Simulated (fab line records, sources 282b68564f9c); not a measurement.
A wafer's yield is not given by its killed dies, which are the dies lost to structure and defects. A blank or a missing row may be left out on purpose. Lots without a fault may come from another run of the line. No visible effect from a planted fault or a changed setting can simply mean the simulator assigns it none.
Check for tools in common || flow rit_cmos || Sample size 14 lots and 42 wafers

== WHY IT WAS OPENED ==
RIT_SDANNEAL_RS_MEAS_04, reading PSD_RS: flagged on 2 of 14 lots. No-fault wafers: 115.93 ohm/sq, standard deviation 0.25.
Rule: a lot is flagged when every wafer of it that has a number lies more than 4 standard deviations from that mean, or none has a number. The other lots count as sound.

{"lot": "L641", "measured": "day 3 05:16", "on": "film_metro-01", "PSD_RS (ohm/sq), wafer by wafer": "116.10 115.70 115.61", "flag": ""}
{"lot": "L643", "measured": "day 3 16:41", "on": "film_metro-02", "PSD_RS (ohm/sq), wafer by wafer": "115.92 115.87 115.89", "flag": ""}
{"lot": "L644", "measured": "day 3 18:12", "on": "film_metro-01", "PSD_RS (ohm/sq), wafer by wafer": "115.94 115.72 115.97", "flag": ""}
{"lot": "L646", "measured": "day 4 06:00", "on": "film_metro-03", "PSD_RS (ohm/sq), wafer by wafer": "115.98 115.54 115.87", "flag": ""}
{"lot": "L647", "measured": "day 4 09:10", "on": "film_metro-03", "PSD_RS (ohm/sq), wafer by wafer": "115.88 116.22 116.03", "flag": ""}
{"lot": "L649", "measured": "day 4 19:43", "on": "film_metro-02", "PSD_RS (ohm/sq), wafer by wafer": "115.92 116.09 116.09", "flag": ""}
{"lot": "L650", "measured": "day 4 22:44", "on": "film_metro-02", "PSD_RS (ohm/sq), wafer by wafer": "116.36 116.32 116.82", "flag": ""}
{"lot": "L651", "measured": "day 5 02:59", "on": "film_metro-02", "PSD_RS (ohm/sq), wafer by wafer": "115.65 116.08 116.11", "flag": ""}
{"lot": "L655", "measured": "day 6 01:50", "on": "film_metro-03", "PSD_RS (ohm/sq), wafer by wafer": "111.01 110.93 110.50", "flag": "FLAGGED"}
{"lot": "L656", "measured": "day 6 05:05", "on": "film_metro-01", "PSD_RS (ohm/sq), wafer by wafer": "116.20 115.75 115.66", "flag": ""}
{"lot": "L660", "measured": "day 7 02:39", "on": "film_metro-01", "PSD_RS (ohm/sq), wafer by wafer": "110.93 110.70 110.58", "flag": "FLAGGED"}
{"lot": "L661", "measured": "day 7 04:49", "on": "film_metro-03", "PSD_RS (ohm/sq), wafer by wafer": "115.55 115.65 115.52", "flag": ""}
{"lot": "L662", "measured": "day 7 10:49", "on": "film_metro-03", "PSD_RS (ohm/sq), wafer by wafer": "115.69 115.85 115.95", "flag": ""}
{"lot": "L664", "measured": "day 7 21:46", "on": "film_metro-02", "PSD_RS (ohm/sq), wafer by wafer": "115.96 115.94 116.12", "flag": ""}
Average over the flagged lots: 110.78 ohm/sq; offset from the usual -5.16 ohm/sq, equal to -21 standard deviations.

== WHICH TOOL EACH LOT WENT THROUGH ==
The record holds 1 process step before the reading, out of a route of 202 steps. Cell contents, in order: the tool; ch with the chambers the sampled wafers went through; the start.
{"lot": "L641", "flag": "", "RIT_PSD_IMPLANT_08": "implanter-02 ch 0, day 3 04:28"}
{"lot": "L643", "flag": "", "RIT_PSD_IMPLANT_08": "implanter-03 ch 0, day 3 15:52"}
{"lot": "L644", "flag": "", "RIT_PSD_IMPLANT_08": "implanter-01 ch 0, day 3 17:22"}
{"lot": "L646", "flag": "", "RIT_PSD_IMPLANT_08": "implanter-02 ch 0, day 4 05:11"}
{"lot": "L647", "flag": "", "RIT_PSD_IMPLANT_08": "implanter-03 ch 0, day 4 08:16"}
{"lot": "L649", "flag": "", "RIT_PSD_IMPLANT_08": "implanter-03 ch 0, day 4 18:52"}
{"lot": "L650", "flag": "", "RIT_PSD_IMPLANT_08": "implanter-02 ch 0, day 4 21:54"}
{"lot": "L651", "flag": "", "RIT_PSD_IMPLANT_08": "implanter-02 ch 0, day 5 02:10"}
{"lot": "L655", "flag": "FLAGGED", "RIT_PSD_IMPLANT_08": "implanter-02 ch 0, day 6 01:02"}
{"lot": "L656", "flag": "", "RIT_PSD_IMPLANT_08": "implanter-01 ch 0, day 6 04:13"}
{"lot": "L660", "flag": "FLAGGED", "RIT_PSD_IMPLANT_08": "implanter-02 ch 0, day 7 01:47"}
{"lot": "L661", "flag": "", "RIT_PSD_IMPLANT_08": "implanter-01 ch 0, day 7 04:00"}
{"lot": "L662", "flag": "", "RIT_PSD_IMPLANT_08": "implanter-01 ch 0, day 7 09:59"}
{"lot": "L664", "flag": "", "RIT_PSD_IMPLANT_08": "implanter-01 ch 0, day 7 20:56"}
What these steps do:
- RIT_PSD_IMPLANT_08
- RIT_SDANNEAL_RS_MEAS_04: measures by four-point-probe.

== FLAGGED OVER TOTAL, TOOL BY TOOL (the gauges that took the reading come last) ==
{"step": "RIT_PSD_IMPLANT_08", "tool": "implanter-01", "lots run": 5, "flagged": 0, "share of the flagged lots": "none", "sound lots run after its first flagged lot": "-"}
{"step": "RIT_PSD_IMPLANT_08", "tool": "implanter-02", "lots run": 6, "flagged": 2, "share of the flagged lots": "all", "sound lots run after its first flagged lot": 0}
{"step": "RIT_PSD_IMPLANT_08", "tool": "implanter-03", "lots run": 3, "flagged": 0, "share of the flagged lots": "none", "sound lots run after its first flagged lot": "-"}
{"step": "RIT_SDANNEAL_RS_MEAS_04", "tool": "film_metro-01", "lots run": 4, "flagged": 1, "share of the flagged lots": "some", "sound lots run after its first flagged lot": 0}
{"step": "RIT_SDANNEAL_RS_MEAS_04", "tool": "film_metro-02", "lots run": 5, "flagged": 0, "share of the flagged lots": "none", "sound lots run after its first flagged lot": "-"}
{"step": "RIT_SDANNEAL_RS_MEAS_04", "tool": "film_metro-03", "lots run": 5, "flagged": 1, "share of the flagged lots": "some", "sound lots run after its first flagged lot": "2 (L661,L662)"}

== THE TABLE: WHAT IT ALLOWS ==
All flagged lots share 1 row of the table, namely implanter-02 at RIT_PSD_IMPLANT_08.
- implanter-02 at RIT_PSD_IMPLANT_08 ran 6 lots, 2 of them flagged. Its last sound lot is L651 (day 5 02:10), its first flagged lot L655 (day 6 01:02): a fault that began between those two fits. Its own readings lie more than 4 standard deviations out on every wafer of the flagged lots: beam_energy_keV.
One tool is left: implanter-02 at RIT_PSD_IMPLANT_08.

== WHAT WAS PUT IN BY THE SIMULATOR ==
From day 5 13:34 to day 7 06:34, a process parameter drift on implanter-02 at RIT_PSD_IMPLANT_08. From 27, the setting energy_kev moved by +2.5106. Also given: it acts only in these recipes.
Struck lots among those shown: L655, L660. The rule above found the same.
